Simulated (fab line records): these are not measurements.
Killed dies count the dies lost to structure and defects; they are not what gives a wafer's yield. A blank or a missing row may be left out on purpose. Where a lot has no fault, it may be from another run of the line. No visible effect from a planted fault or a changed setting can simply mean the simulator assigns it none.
Chamber matching + flow berkeley_cmos170 + 3 sister chambers for UCB170_V2_CVD_00 on pecvd-03
The step deposits SiO2 from TEOS/O2, target thk 2000 nm, time 250 s. 3 wafers are shown with their chamber, then 7 later ones without.

## WAFERS, EACH WITH ITS CHAMBER
| wafer  | chamber | run_length_s (s) |
|--------|---------|------------------|
| L167.5 | 0       | 277.7            |
| L186.1 | 2       | 277.0            |
| L186.3 | 1       | 277.5            |

## WAFERS WITHOUT THEIR CHAMBER
| wafer  | run_length_s (s) |
|--------|------------------|
| L186.6 | 277.6            |
| L189.1 | 277.6            |
| L189.2 | 277.1            |
| L189.3 | 278.5            |
| L187.1 | 277.6            |
| L187.2 | 277.5            |
| L187.3 | 277.5            |

## THE CHAMBER EACH PASSED THROUGH
| wafer  | from the rows above          | in truth |
|--------|------------------------------|----------|
| L186.6 | can't be placed: 0 or 1 or 2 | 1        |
| L189.1 | can't be placed: 0 or 1 or 2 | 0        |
| L189.2 | can't be placed: 2 or 1 or 0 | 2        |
| L189.3 | can't be placed: 0 or 1      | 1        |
| L187.1 | can't be placed: 0 or 1 or 2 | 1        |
| L187.2 | can't be placed: 1 or 0 or 2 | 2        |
| L187.3 | can't be placed: 1 or 0 or 2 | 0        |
Correctly placed: 0 of 7. Can't be placed from these rows: 7 (the true chamber is among the candidates in 7). Number placed wrongly: 0.
How it was worked out, from the rows above alone: a wafer's distance from a chamber is the root of the sum, over the readings, of the square of ((its reading less the chamber's mean) divided by the reading's scatter). If the next closest chamber is less than 2 further off than the closest, the wafer can't be placed; otherwise it belongs to the closest. For every chamber, the mean is computed from those of its wafers that are shown. The scatter (one wafer shown for each chamber): square how far every hidden wafer sits from the nearest shown wafer, average those squares and take the square root.
